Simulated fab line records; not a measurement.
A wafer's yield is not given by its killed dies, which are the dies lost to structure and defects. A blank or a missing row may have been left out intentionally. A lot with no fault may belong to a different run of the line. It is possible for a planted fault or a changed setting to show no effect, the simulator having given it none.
Which tool did it? :: flow berkeleyCmos170 :: Sampling: 15 lots, 45 wafers, 4 of 331 route steps

== WHAT THE GAUGES SHOWED, per wafer ==
UCB170_M2_OVL_MEAS_16. Usual: M2_OVL 0 nm, standard deviation 5.4.
lot: L938
measured: day 8 05:16
on: overlay-02
M2_OVL (nm): -12 2 -8
flag: 

lot: L939
measured: day 8 04:42
on: overlay-01
M2_OVL (nm): 6 -3 2
flag: 

lot: L942
measured: day 8 17:01
on: overlay-02
M2_OVL (nm): 0 -2 -3
flag: 

lot: L944
measured: day 8 17:08
on: overlay-01
M2_OVL (nm): 1 -4 -1
flag: 

lot: L941
measured: day 8 17:38
on: overlay-02
M2_OVL (nm): 7 2 5
flag: 

lot: L947
measured: day 9 03:48
on: overlay-02
M2_OVL (nm): -6 1 -1
flag: 

lot: L945
measured: day 9 04:14
on: overlay-02
M2_OVL (nm): -5 -1 -7
flag: 

lot: L946
measured: day 9 04:05
on: overlay-01
M2_OVL (nm): 4 2 8
flag: 

lot: L949
measured: day 9 16:59
on: overlay-01
M2_OVL (nm): -9 7 -10
flag: 

lot: L952
measured: day 10 09:31
on: overlay-01
M2_OVL (nm): -4 -2 0
flag: 

lot: L954
measured: day 10 16:26
on: overlay-01
M2_OVL (nm): -4 4 -6
flag: 

lot: L953
measured: day 10 17:12
on: overlay-01
M2_OVL (nm): 3 -4 3
flag: 

lot: L956
measured: day 11 10:51
on: overlay-01
M2_OVL (nm): 3 2 -8
flag: 

lot: L960
measured: day 11 20:17
on: overlay-02
M2_OVL (nm): -3 -6 1
flag: 

lot: L961
measured: day 12 04:58
on: overlay-02
M2_OVL (nm): -2 -6 -15
flag: 

UCB170_V2_THK_MEAS_04. Usual: V2_POLISHED_THK 999.6 nm, standard deviation 1.1.
lot: L938
measured: day 8 06:23
on: filmMetro-03
V2_POLISHED_THK (nm): 999.4 999.5 999.2
flag: 

lot: L939
measured: day 8 05:49
on: filmMetro-01
V2_POLISHED_THK (nm): 998.9 1000.2 999.4
flag: 

lot: L942
measured: day 8 18:09
on: filmMetro-01
V2_POLISHED_THK (nm): 999.4 999.8 1000.3
flag: 

lot: L944
measured: day 8 18:19
on: filmMetro-04
V2_POLISHED_THK (nm): 999.3 999.6 999.0
flag: 

lot: L941
measured: day 8 18:45
on: filmMetro-01
V2_POLISHED_THK (nm): 1001.1 1001.6 1001.3
flag: 

lot: L947
measured: day 9 04:55
on: filmMetro-04
V2_POLISHED_THK (nm): 1002.8 1000.9 1001.5
flag: 

lot: L945
measured: day 9 05:21
on: filmMetro-04
V2_POLISHED_THK (nm): 1001.5 999.0 999.3
flag: 

lot: L946
measured: day 9 05:13
on: filmMetro-03
V2_POLISHED_THK (nm): 1000.2 1000.0 1001.5
flag: 

lot: L949
measured: day 9 18:08
on: filmMetro-03
V2_POLISHED_THK (nm): 999.1 999.3 1002.7
flag: 

lot: L952
measured: day 10 10:38
on: filmMetro-01
V2_POLISHED_THK (nm): 999.5 998.5 998.7
flag: 

lot: L954
measured: day 10 17:33
on: filmMetro-01
V2_POLISHED_THK (nm): 997.8 999.0 998.9
flag: 

lot: L953
measured: day 10 18:19
on: filmMetro-03
V2_POLISHED_THK (nm): 998.3 999.1 998.5
flag: 

lot: L956
measured: day 11 11:59
on: filmMetro-01
V2_POLISHED_THK (nm): 998.9 1000.3 998.9
flag: 

lot: L960
measured: day 11 21:45
on: filmMetro-04
V2_POLISHED_THK (nm): 996.8 997.8 998.9
flag: 

lot: L961
measured: day 12 06:05
on: filmMetro-01
V2_POLISHED_THK (nm): 998.2 997.3 1000.8
flag: 

UCB170_M3_CD_MEAS_15 targets a cd of 700 nm. Usual: cdNm 700.5 nm, standard deviation 1.2.
lot: L938
measured: day 8 12:55
on: cdSem-02
cdNm (nm): 699.9 699.9 700.6
flag: 

lot: L939
measured: day 8 12:21
on: cdSem-02
cdNm (nm): 700.6 700.4 702.0
flag: 

lot: L942
measured: day 8 23:09
on: cdSem-01
cdNm (nm): 698.9 700.3 701.0
flag: 

lot: L944
measured: day 8 23:25
on: cdSem-02
cdNm (nm): 700.5 702.9 701.7
flag: 

lot: L941
measured: day 8 23:42
on: cdSem-02
cdNm (nm): 699.9 700.1 700.6
flag: 

lot: L947
measured: day 9 08:53
on: cdSem-02
cdNm (nm): 699.4 699.7 699.1
flag: 

lot: L945
measured: day 9 10:34
on: cdSem-02
cdNm (nm): 700.5 701.0 700.8
flag: 

lot: L946
measured: day 9 10:31
on: cdSem-01
cdNm (nm): 701.8 701.4 702.0
flag: 

lot: L949
measured: day 9 23:26
on: cdSem-02
cdNm (nm): 702.0 701.4 703.3
flag: 

lot: L952
measured: day 10 16:24
on: cdSem-02
cdNm (nm): 698.9 699.5 699.8
flag: 

lot: L954
measured: day 10 22:49
on: cdSem-01
cdNm (nm): 700.7 701.3 702.3
flag: 

lot: L953
measured: day 10 23:26
on: cdSem-01
cdNm (nm): 701.1 702.1 700.9
flag: 

lot: L956
measured: day 11 15:51
on: cdSem-01
cdNm (nm): 700.7 699.7 701.6
flag: 

lot: L960
measured: day 12 05:31
on: cdSem-02
cdNm (nm): 699.2 699.3 698.9
flag: 

lot: L961
measured: day 12 10:43
on: cdSem-02
cdNm (nm): 699.9 699.4 700.7
flag: 

== TOOL THAT RAN EACH LOT (tool first, then ch and the chambers of the sampled wafers, then the start) ==
lot: L938
UCB170_GATE_ETCH_15: rieSi-02 ch 1,2,3, day 6 14:05

lot: L939
UCB170_GATE_ETCH_15: rieSi-02 ch 0,1,3, day 6 14:34

lot: L942
UCB170_GATE_ETCH_15: rieSi-02 ch 1,2,3, day 7 09:04

lot: L944
UCB170_GATE_ETCH_15: rieSi-01 ch 0,2,3, day 7 09:11

lot: L941
UCB170_GATE_ETCH_15: rieSi-01 ch 2,3, day 7 09:32

lot: L947
UCB170_GATE_ETCH_15: rieSi-02 ch 0,1,2, day 7 17:03

lot: L945
UCB170_GATE_ETCH_15: rieSi-01 ch 0,3, day 7 17:19

lot: L946
UCB170_GATE_ETCH_15: rieSi-02 ch 0,1,2, day 7 17:30

lot: L949
UCB170_GATE_ETCH_15: rieSi-01 ch 0,1, day 8 05:36

lot: L952
UCB170_GATE_ETCH_15: rieSi-02 ch 0,2,3, day 8 22:17

lot: L954
UCB170_GATE_ETCH_15: rieSi-02 ch 0,1,2, day 9 07:46

lot: L953
UCB170_GATE_ETCH_15: rieSi-02 ch 0,2,3, day 9 08:18

lot: L956
UCB170_GATE_ETCH_15: rieSi-01 ch 1,2, day 9 23:23

lot: L960
UCB170_GATE_ETCH_15: rieSi-01 ch 2,3, day 10 10:47

lot: L961
UCB170_GATE_ETCH_15: rieSi-01 ch 0,1,2, day 10 19:12
- UCB170_GATE_ETCH_15: etches poly-Si in HBr/Cl2, stops on SiO2, time 56.3 s, target depth 278.2 nm.

== AS READ BY THE TOOLS THEMSELVES (means over the sampled wafers that have a number; for cases with no such wafer, the mark the record gives instead) ==
UCB170_GATE_ETCH_15. Usual: drypumpMotorCurrentA 5.5 A, standard deviation 0.43; oesProductAu 0.836 a.u., standard deviation 0.017; throttleValvePct 26.32 %, standard deviation 0.19.
lot: L938
tool: rieSi-02
drypumpMotorCurrentA (A): 5.7
oesProductAu (a.u.): 0.831
throttleValvePct (%): 26.11
flag: 

lot: L939
tool: rieSi-02
drypumpMotorCurrentA (A): 5.6
oesProductAu (a.u.): 0.852
throttleValvePct (%): 26.29
flag: 

lot: L942
tool: rieSi-02
drypumpMotorCurrentA (A): 5.7
oesProductAu (a.u.): 0.834
throttleValvePct (%): 26.13
flag: 

lot: L944
tool: rieSi-01
drypumpMotorCurrentA (A): 5.6
oesProductAu (a.u.): 0.843
throttleValvePct (%): 26.44
flag: 

lot: L941
tool: rieSi-01
drypumpMotorCurrentA (A): 5.6
oesProductAu (a.u.): 0.831
throttleValvePct (%): 26.40
flag: 

lot: L947
tool: rieSi-02
drypumpMotorCurrentA (A): 5.4
oesProductAu (a.u.): 0.831
throttleValvePct (%): 26.25
flag: 

lot: L945
tool: rieSi-01
drypumpMotorCurrentA (A): 5.3
oesProductAu (a.u.): 0.818
throttleValvePct (%): 26.31
flag: 

lot: L946
tool: rieSi-02
drypumpMotorCurrentA (A): 5.4
oesProductAu (a.u.): 0.839
throttleValvePct (%): 26.26
flag: 

lot: L949
tool: rieSi-01
drypumpMotorCurrentA (A): 5.1
oesProductAu (a.u.): 0.827
throttleValvePct (%): 26.35
flag: 

lot: L952
tool: rieSi-02
drypumpMotorCurrentA (A): 5.7
oesProductAu (a.u.): 0.954
throttleValvePct (%): 26.26
flag: OFF

lot: L954
tool: rieSi-02
drypumpMotorCurrentA (A): 5.4
oesProductAu (a.u.): 0.962
throttleValvePct (%): 26.26
flag: OFF

lot: L953
tool: rieSi-02
drypumpMotorCurrentA (A): 5.7
oesProductAu (a.u.): 0.971
throttleValvePct (%): 26.26
flag: OFF

lot: L956
tool: rieSi-01
drypumpMotorCurrentA (A): 5.3
oesProductAu (a.u.): 0.831
throttleValvePct (%): 26.42
flag: 

lot: L960
tool: rieSi-01
drypumpMotorCurrentA (A): 5.6
oesProductAu (a.u.): 0.839
throttleValvePct (%): 26.41
flag: 

lot: L961
tool: rieSi-01
drypumpMotorCurrentA (A): 5.5
oesProductAu (a.u.): 0.840
throttleValvePct (%): 26.44
flag: 

== THE ANSWER, worked out from the rows above alone ==
Rule: lot off if the mean of its wafers having a number is beyond 3 standard deviations from the usual mean. Also off: a lot with no number at a reading for which 4 or more lots have one. All remaining lots with rows at the step are treated as sound. The gauges are gone through in route order, then the tools' own readings, and for those a lot's mean is taken as printed above. The first step at which some lot is off is used, and at that step the reading that is off furthest; a lot without a number counts as furthest.
Off: L952, L954, L953 (UCB170_GATE_ETCH_15, oesProductAu).
A tool fits if, at that step or a process step before it, it ran every lot that is off, and no sound lot after the first of them. One fits: UCB170_GATE_ETCH_15 on rieSi-02. A fault onset in the window from L946 (day 7 17:30, its last sound lot) to L952 (day 8 22:17, its first lot off) fits.
On the lots that are off, the tool's own readings at UCB170_GATE_ETCH_15 differ by more than 5 times the standard deviation of the sound lots' means, which bears it out; oesProductAu reads 0.962 a.u. there versus 0.835 a.u. on the sound lots.

== WHAT THE SIMULATOR HAD PUT IN ==
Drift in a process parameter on rieSi-02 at UCB170_GATE_ETCH_15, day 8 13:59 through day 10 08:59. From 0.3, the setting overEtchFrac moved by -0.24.
Struck lots among those shown: L952, L954, L953. The rule above reached the same finding.
